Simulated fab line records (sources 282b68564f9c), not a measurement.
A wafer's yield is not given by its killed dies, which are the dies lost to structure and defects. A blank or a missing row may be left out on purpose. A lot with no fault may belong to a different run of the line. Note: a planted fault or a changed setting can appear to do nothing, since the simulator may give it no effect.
fab line records | flow rit-cmos
record lots=6 wafers=18 last-day=7
route steps=202 shown SPACER@127 NSD@131 M1@202
lots that met no fault: from a run of the same line without faults
start-h: hours from the record's opening day to when the first of the lot's shown wafers began | wait-h: hours from the lot's prior step to this one | " same as the row above | L1.1+2: one row covering several wafers at once | - no value, or no start was given | * or withheld: withheld | < > ~ a bound
route shown NAME@n: names a module that has steps shown in the file, with the first one's number in the route | usual: mean/standard deviation taken from wafers without a fault | same: alike in all rows | chamber/n: place in a boat | sites: per-site readings | _std_site: standard deviation of those values | _edge_site: the outer-site mean with the inner-site mean subtracted | radius-mm: how far each site lies from the wafer's centre | mask NAME#n: copy n | behind: tool/chamber where the wafer was last shaped | hold: cause of the lot's hold/its duration in hours/its outcome | device: names the non-switching transistor (n, p or np) | end of line: the same wafers' tests at the end of the route | where a step has no rows: the recipe by itself | killed: not the wafer's yield, but the dies lost to structure and defects at the first sort | map: per-die view of a wafer (x killed, . not killed, _ where there is no die)
set.NAME: the setting that was run; set.NAME@STEP: the one run at that earlier step | model.NAME: the simulator's own value behind a step, which no gauge read
lots at some steps of the route; a table a step, a row a wafer
services: the hour from which a tool's chamber was out of use, counted from the record's first day as start-h (under 0 if before that day), plus the number of hours and why
## steps
# step RIT_SPACER_CLEAN_02
# recipe chemistry=SC2 mix=3:3:50 time-s=600 temp-c=75 dry=n2-spin
# step RIT_SPACER_CVD_03
# recipe material=Si3N4 target-thk-nm=250 temp-c=810 precursor=SiH2Cl2/NH3 time-s=3300 pressure-mtorr=300 sih2cl2-flow-sccm=60 nh3-flow-sccm=150
# step RIT_SPACER_THK_MEAS_04
# recipe reads=Si3N4_of_SPACER_CVD_03
# usual SPACER_NITRIDE_THK=249.6/2.6
# columns lot.wafer tool chamber start-h wait-h SPACER_NITRIDE_THK[nm]
L130.2 film-metro-01 - 60.63 0.0 249.8
L130.5 " - " " 247.4
L130.6 " - " " 249.2
L135.2 film-metro-03 - 86.31 0.0 249.5
L135.3 " - " " 247.5
L135.6 " - " " 248.4
L141.2 film-metro-01 - 113.28 0.0 251.5
L141.3 " - " " 250.8
L141.5 " - " " 248.5
L142.4 film-metro-04 - 116.31 0.0 248.0
L142.5 " - " " 248.9
L142.6 " - " " 248.7
L146.1 film-metro-03 - 132.46 0.0 251.7
L146.2 " - " " 249.4
L146.3 " - " " 249.2
L147.2 film-metro-03 - 147.66 0.0 253.3
L147.4 " - " " 253.4
L147.6 " - " " 254.2
# step RIT_SPACER_ETCHBACK_05
# recipe target-depth-a=2500 SF6_flow_sccm=30 CHF3_flow_sccm=30 target=Si3N4 chemistry=SF6/CHF3 pressure-mtorr=40 rf-w=250 time-s=240 stop-on=SiO2
# usual drypump-motor-current-A=5.7/0.61 oes-product-au=0.840/0.012 throttle-valve-pct=10.26/0.11
# columns lot.wafer tool chamber start-h wait-h drypump-motor-current-A oes-product-au rf-hours-counter-h throttle-valve-pct
L130.2 rie-diel-03 0 60.68 0.0 5.1 0.848 17 10.36
L130.5 " 1 " " 5.0 0.837 - 10.36
L130.6 " 0 " " 5.1 0.854 - 10.35
L135.2 rie-diel-03 3 86.36 0.0 6.3 0.835 7 10.18
L135.3 " 1 " " 5.0 0.835 46 10.34
L135.6 " 3 " " 6.3 0.836 - 10.20
L141.2 rie-diel-03 2 113.33 0.0 4.7 0.827 120 10.20
L141.3 " 0 " " 5.1 0.859 19 10.34
L141.5 " 0 " " 5.1 0.855 - 10.36
L142.4 rie-diel-01 0 116.34 0.0 5.8 0.838 97 10.37
L142.5 " 3 " " 6.3 0.837 - 10.09
L142.6 " 0 " " 5.8 0.840 - 10.35
L146.1 rie-diel-03 1 132.52 0.1 5.0 0.845 47 10.35
L146.2 " 0 " " 5.1 0.855 19 10.36
L146.3 " 2 " " 4.7 0.828 120 10.21
L147.2 rie-diel-03 0 147.71 0.0 5.1 0.861 19 10.37
L147.4 " 1 " " 5.0 0.850 47 10.36
L147.6 " 1 " " 5.0 0.849 - 10.34
# step RIT_NSD_HMDS_00
# recipe prime-time-s=60 prime-temp-c=140
# step RIT_NSD_COAT_01
# recipe resist=NOVOLAK spin-rpm=3250 resist-thk-nm=1000
# step RIT_NSD_SOFTBAKE_02
# recipe resist=NOVOLAK temp-c=90 time-s=60
# step RIT_NSD_EXPOSE_03
# recipe mask-id=M9 na=0.57 target-cd-nm=40700 dose-mj=250
# step RIT_NSD_PEB_04
# recipe resist=NOVOLAK temp-c=withheld time-s=withheld
# step RIT_NSD_DEVELOP_05
# recipe resist=NOVOLAK develop-time-s=50 dev-temp-c=23
# step RIT_NSD_OVL_MEAS_06
# usual NSD_OVL=0.1/1.1
# columns lot.wafer tool chamber start-h wait-h NSD_OVL[nm]
L130.2 overlay-02 - 61.81 - 0.5
L130.5 " - " " 0.3
L130.6 " - " " 1.4
L135.2 overlay-01 - 87.37 - 1.0
L135.3 " - " " 1.6
L135.6 " - " " -1.0
L141.2 overlay-02 - 114.34 - -0.9
L141.3 " - " " 1.0
L141.5 " - " " 0.1
L142.4 overlay-02 - 117.48 - -1.1
L142.5 " - " " 0.3
L142.6 " - " " 1.5
L146.1 overlay-01 - 133.52 - -0.4
L146.2 " - " " -0.8
L146.3 " - " " 0.5
L147.2 overlay-01 - 148.84 - 1.1
L147.4 " - " " 0.9
L147.6 " - " " 2.4
# step RIT_NSD_HARDBAKE_07
# recipe resist=NOVOLAK temp-c=140 time-s=60
# step RIT_NSD_IMPLANT_08
# recipe species=P energy-kev=25 dose-cm2=1e+15 tilt-deg=7
# usual beam-energy-keV=25.002/0.0072
# columns lot.wafer tool chamber start-h wait-h beam-energy-keV model.implant.rp-nm model.implant.drp-nm
L130.2 implanter-02 0 62.02 0.1 25.012 31.8 14.84
L130.5 " 0 " " 25.002 31.8 14.84
L130.6 " 0 " " 25.011 31.8 14.84
L135.2 implanter-04 0 87.57 0.1 24.991 31.92 14.84
L135.3 " 0 " " 25.005 31.92 14.84
L135.6 " 0 " " 25.000 31.92 14.84
L141.2 implanter-02 0 114.54 0.1 24.093 31.61 14.51
L141.3 " 0 " " 24.094 31.61 14.51
L141.5 " 0 " " 24.094 31.61 14.51
L142.4 implanter-02 0 117.73 0.1 24.094 31.19 14.51
L142.5 " 0 " " 24.101 31.19 14.51
L142.6 " 0 " " 24.104 31.19 14.51
L146.1 implanter-04 0 133.71 0.1 25.002 31.52 14.84
L146.2 " 0 " " 25.010 31.52 14.84
L146.3 " 0 " " 25.008 31.52 14.84
L147.2 implanter-03 0 149.45 0.1 25.007 32.03 14.84
L147.4 " 0 " " 25.003 32.03 14.84
L147.6 " 0 " " 25.001 32.03 14.84
# step RIT_NSD_STRIP_09
# recipe chemistry=O2 time-s=180 resist=NOVOLAK platen-temp-c=withheld power-w=500 pressure-mtorr=4000 o2-flow-sccm=4000
# usual drypump-motor-current-A=5.9/0.52
# columns lot.wafer tool chamber start-h wait-h drypump-motor-current-A rf-hours-counter-h
L130.2 plasma-asher-01 1 62.14 0.1 5.6 28
L130.5 " 0 " " 6.2 -
L130.6 " 1 " " 5.7 -
L135.2 plasma-asher-04 0 87.70 0.1 6.2 44
L135.3 " 0 " " 6.2 -
L135.6 " 1 " " 6.0 -
L141.2 plasma-asher-01 0 114.67 0.1 6.2 34
L141.3 " 0 " " 6.1 -
L141.5 " 0 " " 6.2 -
L142.4 plasma-asher-04 0 117.86 0.1 6.3 -
L142.5 " 1 " " 6.0 -
L142.6 " 0 " " 6.2 -
L146.1 plasma-asher-01 0 133.86 0.1 6.2 36
L146.2 " 1 " " 5.7 36
L146.3 " 1 " " 5.7 -
L147.2 plasma-asher-02 1 149.58 0.1 4.8 49
L147.4 " 1 " " 4.9 -
L147.6 " 0 " " 6.6 -
# step RIT_M1_PROBE_99
# usual killed-at-contacts=0.1/0.23 killed-at-front-end=6.2/2.8 killed-dies=6.3/2.7 killed-open=3.1/2 killed-short=3.2/1.8
# same gross-dies=264 killed_at_M0_to_M3=0 killed_at_M4_up=0 killed-at-back-side=0 killed-at-other=0
# columns lot.wafer tool chamber start-h wait-h killed-at-contacts killed-at-front-end killed-dies killed-open killed-short
L130.2 prober-01 - 71.99 0.1 0 2 2 0 2
L130.5 prober-01 - 72.14 0.2 0 4 4 2 2
L130.6 prober-01 - 72.19 0.2 0 6 6 1 5
L135.2 prober-02 - 97.51 0.1 0 6 6 4 2
L135.3 prober-02 - 97.56 0.2 0 4 4 3 1
L135.6 prober-02 - 97.71 0.2 0 8 8 5 3
L141.2 prober-01 - 124.25 0.1 0 8 8 5 3
L141.3 prober-01 - 124.30 0.2 0 8 8 1 7
L141.5 prober-01 - 124.40 0.2 0 7 7 5 2
L142.4 prober-02 - 127.66 0.2 0 5 5 3 2
L142.5 prober-02 - 127.71 0.2 0 4 4 4 0
L142.6 prober-02 - 127.76 0.2 0 7 7 5 2
L146.1 prober-02 - 143.89 0.1 0 8 8 5 3
L146.2 prober-02 - 143.94 0.1 1 10 11 5 6
L146.3 prober-02 - 143.99 0.2 0 9 9 4 5
L147.2 prober-02 - 159.24 0.1 0 6 6 4 2
L147.4 prober-02 - 159.34 0.2 0 3 3 1 2
L147.6 prober-02 - 159.44 0.2 0 3 3 0 3
# killed by level:class
L130.2 GATE:geometric-particle:short=1 SILICIDE:geometric-particle:short=1
L130.5 FOX1:geometric-particle:open=1 FOX1:geometric-particle:short=1 SPACER:geometric-particle:open=1 SPACER:geometric-particle:short=1
L130.6 REOX:geometric-particle:short=3 ACTIVE:geometric-particle:open=1 GATE:geometric-particle:short=1 SILICIDE:geometric-particle:short=1
L135.2 FOX1:geometric-particle:open=1 FOX2:geometric-particle:open=1 GATE:geometric-particle:short=1 REOX:geometric-particle:short=1 SPACER:geometric-particle:open=1 SILICIDE:geometric-particle:open=1
L135.3 FOX1:geometric-particle:short=1 FOX2:geometric-particle:open=1 GATE:geometric-particle:open=1 SILICIDE:geometric-particle:open=1
L135.6 FOX1:geometric-particle:open=2 GATE:geometric-particle:open=1 GATE:geometric-particle:short=1 REOX:geometric-particle:open=1 SPACER:geometric-particle:short=1 SPACER:geometric-particle:open=1 STARTING-WAFER:geometric-particle:short=1
L141.2 FOX1:geometric-particle:open=2 GATE:geometric-particle:open=2 GATE:geometric-particle:short=1 REOX:geometric-particle:short=1 REOX:geometric-particle:open=1 SPACER:geometric-particle:short=1
L141.3 SPACER:geometric-particle:short=3 FOX1:geometric-particle:short=2 GATE:geometric-particle:short=2 GATE:geometric-particle:open=1
L141.5 GATE:geometric-particle:open=2 SILICIDE:geometric-particle:open=2 FOX1:geometric-particle:open=1 GATE:geometric-particle:short=1 REOX:geometric-particle:short=1
L142.4 GATE:geometric-particle:open=2 FOX1:geometric-particle:short=1 FOX1:geometric-particle:open=1 GATE:geometric-particle:short=1
L142.5 GATE:geometric-particle:open=4
L142.6 FOX1:geometric-particle:open=4 FOX2:geometric-particle:short=1 SILICIDE:geometric-particle:short=1 SILICIDE:geometric-particle:open=1
L146.1 FOX1:geometric-particle:open=1 FOX2:geometric-particle:open=1 GATE:geometric-particle:open=1 GATE:geometric-particle:short=1 REOX:geometric-particle:open=1 SPACER:geometric-particle:short=1 SILICIDE:geometric-particle:short=1 SILICIDE:geometric-particle:open=1
L146.2 FOX2:geometric-particle:short=2 FOX1:geometric-particle:short=1 FOX1:geometric-particle:open=1 GATE:geometric-particle:open=1 REOX:geometric-particle:open=1 REOX:geometric-particle:short=1 SPACER:geometric-particle:open=1 SPACER:geometric-particle:short=1
L146.3 GATE:geometric-particle:short=3 GATE:geometric-particle:open=2 REOX:geometric-particle:short=1 REOX:geometric-particle:open=1 SPACER:geometric-particle:short=1 SILICIDE:geometric-particle:open=1
L147.2 SPACER:geometric-particle:open=2 FOX1:geometric-particle:open=1 SPACER:geometric-particle:short=1 SILICIDE:geometric-particle:open=1 SILICIDE:geometric-particle:short=1
L147.4 GATE:geometric-particle:short=2 SILICIDE:geometric-particle:open=1
L147.6 FOX2:geometric-particle:short=1 GATE:geometric-particle:short=1 SILICIDE:geometric-particle:short=1
## services
# columns tool chamber start-h hours kind
implanter-03 - 41.04 3.2 pm
plasma-asher-04 - 45.85 1.2 repair
implanter-03 - 59.08 37.7 repair
implanter-02 - 98.24 3.3 pm
implanter-02 - 102.77 3.7 pm
implanter-03 - 106.98 2.0 repair
plasma-asher-04 - 108.75 9.0 pm
plasma-asher-04 0 108.75 9.0 vent-cycle
plasma-asher-04 1 108.75 9.0 vent-cycle
implanter-04 - 108.97 5.6 repair
plasma-asher-04 0 117.75 - clean
plasma-asher-04 1 117.75 - clean
implanter-02 - 134.19 20.5 pm
## key
first-sign step=RIT_NSD_IMPLANT_08 reading=beam-energy-keV direction=down sigmas=99+ usual=25.002 struck=24.097
effect none on later readings
model-effect step=RIT_NSD_IMPLANT_08 value=implant.rp-nm without=32.19 struck=31.4
met-at RIT_NSD_IMPLANT_08
struck-wafers L141.2,L141.3,L141.5,L142.4,L142.5,L142.6
tester-left-out L141,L142
onset-between 62.02 114.54
fault kind=process-parameter-drift tool=implanter-02 chamber=- onset-h=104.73 steps=RIT_NSD_IMPLANT_08 channel=energy-kev offset=-0.90802 shape=step end-h=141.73 acts-in=these-recipes-only stated=25
# tester-left-out: of these lots the tester's yield and bins aren't shown, on N5 and GAA mostly nor the transistor test; their killed dies are dies lost to structure and defects alone, not to doping, threshold or leakage, so they don't give the yield
